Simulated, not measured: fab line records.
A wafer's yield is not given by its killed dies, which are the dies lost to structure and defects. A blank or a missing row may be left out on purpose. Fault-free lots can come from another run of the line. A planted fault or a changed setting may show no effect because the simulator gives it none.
What tool caused it? -- flow berkeleyCmos170 -- 14 lots, 42 wafers sampled, at 5 steps of a route of 331

== WHAT THE GAUGES READ, wafer by wafer ==
UCB170_GATE_THK_MEAS_05. Usual: GATE_POLY_THK gives 214.1 nm (standard deviation 2.1).
lot,measured,on,GATE_POLY_THK (nm),flag
L922,day 7 09:45,filmMetro-02,214.1 213.3 215.0,
L925,day 7 09:45,filmMetro-01,216.5 214.7 217.1,
L926,day 8 01:53,filmMetro-01,213.9 214.1 213.3,
L927,day 8 16:42,filmMetro-02,216.2 216.2 216.4,
L929,day 8 16:46,filmMetro-03,215.5 216.6 216.2,
L930,day 9 06:14,filmMetro-01,215.9 214.0 213.5,
L934,day 9 06:14,filmMetro-02,212.8 211.1 212.7,
L931,day 9 06:14,filmMetro-03,211.9 213.9 210.2,
L932,day 9 06:17,filmMetro-01,216.7 216.4 216.2,
L935,day 9 17:44,filmMetro-01,211.9 211.8 212.3,
L933,day 9 17:45,filmMetro-03,211.4 208.7 210.2,
L936,day 9 17:48,filmMetro-01,217.3 216.4 216.6,
L941,day 11 06:14,filmMetro-03,215.5 215.4 215.8,
L944,day 12 00:04,filmMetro-01,213.8 214.5 214.8,

UCB170_PSD_TW_MEAS_10. Usual: PSD_TW gives 2318 (standard deviation 12).
lot,measured,on,PSD_TW,flag
L922,day 7 23:12,filmMetro-03,2322 2322 2327,
L925,day 7 22:56,filmMetro-02,2319 2323 2316,
L926,day 8 16:42,filmMetro-04,2310 2320 2315,
L927,day 9 05:38,filmMetro-02,2303 2316 2306,
L929,day 9 05:40,filmMetro-04,2322 2315 2310,
L930,day 9 19:43,filmMetro-03,2302 2303 2309,
L934,day 9 20:07,filmMetro-02,2322 2319 2320,
L931,day 9 20:19,filmMetro-03,2305 2323 2305,
L932,day 9 20:27,filmMetro-02,2304 2315 2314,
L935,day 10 07:49,filmMetro-04,2333 2318 2312,
L933,day 10 07:59,filmMetro-02,2333 2325 2320,
L936,day 10 07:42,filmMetro-02,2336 2323 2332,
L941,day 12 02:35,filmMetro-02,2289 2310 2305,
L944,day 12 13:06,filmMetro-02,2318 2306 2300,

UCB170_NSD_OVL_MEAS_07. Usual: NSD_OVL gives 2 nm (standard deviation 5.4).
lot,measured,on,NSD_OVL (nm),flag
L922,day 8 03:52,overlay-01,0 7 4,
L925,day 8 03:31,overlay-01,-5 4 6,
L926,day 8 21:59,overlay-01,0 2 2,
L927,day 9 07:39,overlay-01,3 11 1,
L929,day 9 07:47,overlay-02,-5 4 5,
L930,day 9 21:33,overlay-01,2 6 -6,
L934,day 9 21:49,overlay-02,-4 -6 -3,
L931,day 9 22:11,overlay-02,11 15 1,
L932,day 9 22:33,overlay-01,0 -4 -4,
L935,day 10 09:17,overlay-01,3 2 -1,
L933,day 10 09:32,overlay-01,-4 1 -7,
L936,day 10 09:10,overlay-02,6 -3 7,
L941,day 12 03:55,overlay-01,8 10 17,
L944,day 12 15:38,overlay-02,-5 -2 2,

UCB170_SDANNEAL_RS_MEAS_05: measurement is done with a four-point probe. Usual: NLDD_RS gives 616.0 ohm/sq (standard deviation 1.3).
lot,measured,on,NLDD_RS (ohm/sq),flag
L922,day 8 06:19,filmMetro-03,615.6 616.0 615.8,
L925,day 8 05:50,filmMetro-03,616.8 616.8 616.7,
L926,day 8 23:51,filmMetro-03,615.4 615.8 616.0,
L927,day 9 09:23,filmMetro-04,619.8 616.4 617.2,
L929,day 9 09:33,filmMetro-03,613.6 616.5 614.4,
L930,day 10 00:03,filmMetro-03,614.7 614.7 614.4,
L934,day 10 00:30,filmMetro-02,615.6 616.3 616.3,
L931,day 10 00:56,filmMetro-04,616.2 615.4 616.2,
L932,day 10 01:10,filmMetro-03,618.1 618.7 616.7,
L935,day 10 11:01,filmMetro-02,632.2 633.8 633.6,OFF
L933,day 10 11:22,filmMetro-04,615.6 617.8 615.1,
L936,day 10 10:54,filmMetro-03,632.6 631.2 631.3,OFF
L941,day 12 05:39,filmMetro-04,615.3 612.8 616.8,
L944,day 12 17:22,filmMetro-03,615.5 616.8 616.7,

== WHAT TOOL EACH LOT RAN ON (gives the tool, then ch and the chambers of the sampled wafers, and finally the start) ==
lot,UCB170_NLDD_IMPLANT_08
L922,"implanter-02 ch 0, day 7 16:20"
L925,"implanter-02 ch 0, day 7 15:55"
L926,"implanter-02 ch 0, day 8 08:22"
L927,"implanter-04 ch 0, day 8 21:39"
L929,"implanter-03 ch 0, day 8 21:58"
L930,"implanter-04 ch 0, day 9 12:10"
L934,"implanter-02 ch 0, day 9 12:05"
L931,"implanter-03 ch 0, day 9 12:21"
L932,"implanter-02 ch 0, day 9 12:34"
L935,"implanter-03 ch 0, day 10 00:07"
L933,"implanter-04 ch 0, day 10 00:52"
L936,"implanter-03 ch 0, day 10 00:52"
L941,"implanter-02 ch 0, day 11 14:08"
L944,"implanter-02 ch 0, day 12 04:58"
- UCB170_NLDD_IMPLANT_08

== AS READ BY THE TOOLS THEMSELVES (means over the sampled wafers that have a number; for cases with no such wafer, the mark the record gives instead) ==
UCB170_NLDD_IMPLANT_08. Usual: doseIonsCm2 5.001e+13, standard deviation 5.5e+10; faradayCurrentUA 159, standard deviation 3.2.
lot,tool,doseIonsCm2,faradayCurrentUA,flag
L922,implanter-02,5.003e+13,156,
L925,implanter-02,5.003e+13,159,
L926,implanter-02,4.997e+13,159,
L927,implanter-04,5.001e+13,159,
L929,implanter-03,5.007e+13,156,
L930,implanter-04,5.000e+13,160,
L934,implanter-02,5.000e+13,161,
L931,implanter-03,4.997e+13,157,
L932,implanter-02,5.001e+13,159,
L935,implanter-03,4.614e+13,147,OFF
L933,implanter-04,5.002e+13,155,
L936,implanter-03,4.622e+13,147,OFF
L941,implanter-02,4.996e+13,160,
L944,implanter-02,5.000e+13,160,

== THE ANSWER, worked out from the rows above alone ==
Rule: take the mean of a lot's wafers that have a number; if it is more than 3 standard deviations from the usual mean, the lot is off. Also off: a lot with no number at a reading for which 4 or more lots have one. The other lots that the step has rows for count as sound. First the gauges in route order, then the tools' own readings, where a lot's mean is used as printed above. At the first step where some lot is off, the reading lying furthest off is the one used; lots without a number count as furthest.
Off: at UCB170_SDANNEAL_RS_MEAS_05 (NLDD_RS), L935, L936.
If a tool, at a process step before that reading, ran all the lots that are off and no sound lot after the first of them, it fits. Not tried: the gauges at UCB170_SDANNEAL_RS_MEAS_05; whatever is off there is also off at UCB170_NLDD_IMPLANT_08, on other tools, and gauge error can't account for it. One fits: implanter-03 at UCB170_NLDD_IMPLANT_08. Its last sound lot is L931 (day 9 12:21), its first lot that is off L935 (day 10 00:07): a fault that began between those two fits.
The tool's own readings at UCB170_NLDD_IMPLANT_08 bear it out: on the lots that are off they differ by more than 5 times the standard deviation of the sound lots' means. doseIonsCm2 reads 4.618e+13 there against 5.001e+13 on the sound lots; faradayCurrentUA reads 147 there against 158 on the sound lots.

== WHAT THE SIMULATOR HAD PUT IN ==
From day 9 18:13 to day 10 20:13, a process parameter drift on implanter-03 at UCB170_NLDD_IMPLANT_08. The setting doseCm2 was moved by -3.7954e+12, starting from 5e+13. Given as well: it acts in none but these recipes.
Shown lots that were struck: L935, L936. The same result came from the rule above.
